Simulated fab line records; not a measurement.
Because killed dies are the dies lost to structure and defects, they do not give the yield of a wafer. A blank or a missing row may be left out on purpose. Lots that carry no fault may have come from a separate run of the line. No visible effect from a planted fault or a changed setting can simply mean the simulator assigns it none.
Struck lot and sound lot, side by side	flow berkeley cmos170	32 steps out of a route of 331
Sound: the wafers L882.1, L882.3, L882.4. Struck: wafer L893.4 (left out: L893.1, L893.2 of the same lot, which were not struck); the cause appears at the end.
Each step with rows lists, per side, the tool, then ch with its chambers, then its first start. Under that, the readings that differ: sound wafers	struck wafers	difference of the means	sigmas: that difference in standard deviations of wafers without a fault.
alike: a reading whose means differ by less than 2 such deviations, as well as words and numbers matching on both sides. not compared: withheld readings; readings where some wafer has no value; bounds like >300 that might hide an equal value; numbers whose values overlap and for which the record gives no deviation.
The two part at a step that has a row with sigmas, a row that says differs or no value, or rows on one side only. Numbers that have no deviation but don't overlap get no sigmas and don't part them. A reading that every wafer of one side lacks parts them only if that side has two wafers or more.

first, 6 steps without rows for these wafers: UCB170_V2_HMDS_06 (prime time 60 s); UCB170_V2_COAT_07 (resist thk 900 nm); UCB170_V2_SOFTBAKE_08 (time 60 s); UCB170_V2_EXPOSE_09 (exposes mask VIA2, target cd 700 nm); UCB170_V2_PEB_10; UCB170_V2_DEVELOP_11 (develop time 45 s).
UCB170_V2_CD_MEAS_12: the cd target is 700 nm.
  struck on cd sem-02, day 11 10:52; sound on cd sem-02, day 9 14:12
  alike: cd nm
UCB170_V2_OVL_MEAS_13:
  struck on overlay-02, day 11 10:59; sound on overlay-01, day 9 14:19
  alike: V2_OVL
UCB170_V2_ETCH_14: etches SiO2 in CHF3/CF4/Ar, stops on Al, target depth 1250 nm, time 291 s.
  sound on rie diel-02 ch 0,2,3, day 9 14:22; struck on rie diel-01 ch 3, day 11 11:02
reading	sound	struck	difference	sigmas
drypump motor current A (A)	5.7 5.5 5.5	6.5	+0.9	+2
  alike: oes product au, throttle valve pct
  not compared: rf hours counter h
UCB170_V2_STRIP_15: strips in O2.
  sound on plasma asher-04 ch 0,1, day 9 14:32; struck on plasma asher-04 ch 1, day 11 11:12
  alike: drypump motor current A, oes product au, strip time to endpoint s
  not compared: rf hours counter h
UCB170_V2_CD_MEAS_90: the cd target is 700 nm.
  struck on cd sem-02, day 11 11:18; sound on cd sem-02, day 9 14:38
  alike: cd nm
then, 1 step without rows for these wafers: UCB170_M3_PRE_CLEAN_00 (preclean etch time 60 s).
UCB170_M3_SPUTTER_01: material Al, target thk 900 nm, time 120 s.
  struck on pvd sputter-01, day 11 11:29; sound on pvd sputter-04, day 9 14:50
reading	sound	struck	difference	sigmas
chamber pressure pa (Pa)	0.4999 0.4992 0.4976	0.5577	+0.0588	+59
throttle valve pct (%)	31.3 30.4 31.2	27.5	-3.5	-4
model.Al_of_M3_SPUTTER_01.thk nm (nm)	911.9 906.3 891.1	884.5	-18.6	
UCB170_M3_RS_MEAS_02: uses a four-point probe to measure.
  struck on film metro-02, day 11 11:34; sound on film metro-01, day 9 14:55
  alike: M3_AL_RS
UCB170_M3_THK_MEAS_03: measures by xrf.
  struck on film metro-02, day 11 11:41; sound on film metro-01, day 9 15:02
  alike: M3_AL_THK
then, 3 steps without rows for these wafers: UCB170_M3_HMDS_04 (prime time 60 s); UCB170_M3_COAT_05 (resist thk 900 nm); UCB170_M3_SOFTBAKE_06 (time 60 s).
UCB170_M3_STRIP_07: strips in O2.
  sound on plasma asher-01 ch 0,1, day 9 15:33; struck on plasma asher-03 ch 0, day 11 12:29
  alike: drypump motor current A, oes product au, strip time to endpoint s
  not compared: rf hours counter h
then, 7 steps without rows for these wafers: UCB170_M3_STRIP_08 (strips KrF in DMSO, time 600 s); UCB170_M3_COAT_09; UCB170_M3_COAT_10 (resist thk 900 nm); UCB170_M3_SOFTBAKE_11 (time 60 s); UCB170_M3_EXPOSE_12 (exposes mask METAL3, target cd 700 nm); UCB170_M3_PEB_13; UCB170_M3_DEVELOP_14 (develop time 45.87 s).
UCB170_M3_CD_MEAS_15: the cd target is 700 nm.
  struck on cd sem-02, day 11 14:48; sound on cd sem-01, day 9 16:40
  alike: cd nm
UCB170_M3_OVL_MEAS_16:
  struck on overlay-01, day 11 14:55; sound on overlay-01, day 9 16:47
reading	sound	struck	difference	sigmas
M3_OVL (nm)	12 4 12	-2	-11	-2
UCB170_M3_ETCH_17: etches BARC in N2/H2.
  sound on rie diel-02 ch 0,2,3, day 9 16:50; struck on rie diel-02 ch 0, day 11 14:58
  alike: drypump motor current A, n2 flow sccm, oes product au, throttle valve pct
UCB170_M3_METAL_ETCH_18: etches Al in Cl2/BCl3, stops on SiO2, target depth 1170 nm, time 202.9 s.
  sound on rie metal-01 ch 0,1, day 9 16:52; struck on rie metal-04 ch 1, day 11 15:00
reading	sound	struck	difference	sigmas
drypump motor current A (A)	5.1 5.7 5.1	6.2	+0.9	+2
throttle valve pct (%)	24.28 24.49 24.30	24.76	+0.40	+2
model.etch.depth nm (nm)	911.9 906.3 891.1	884.5	-18.6	
model.M3.feature depth nm (nm)	969.2 965.1 948.4	946.3	-14.6	
  alike: bcl3 flow sccm, oes product au
  not compared: rf hours counter h
UCB170_M3_STRIP_19: strips in O2.
  sound on plasma asher-01 ch 0,1, day 9 17:04; struck on plasma asher-03 ch 1, day 11 15:11
reading	sound	struck	difference	sigmas
oes product au (a.u.)	0.557 0.518 0.555	0.478	-0.065	-3
  alike: drypump motor current A
  not compared: rf hours counter h
UCB170_M3_PROBE_99:
  rows exist in the record for the sound wafers here (prober-02, day 9 17:24), none for the struck ones

## WHERE THEY PART
Earliest at UCB170_V2_ETCH_14; latest, in this record, at UCB170_M3_PROBE_99.

WHY: the cause the simulator had injected
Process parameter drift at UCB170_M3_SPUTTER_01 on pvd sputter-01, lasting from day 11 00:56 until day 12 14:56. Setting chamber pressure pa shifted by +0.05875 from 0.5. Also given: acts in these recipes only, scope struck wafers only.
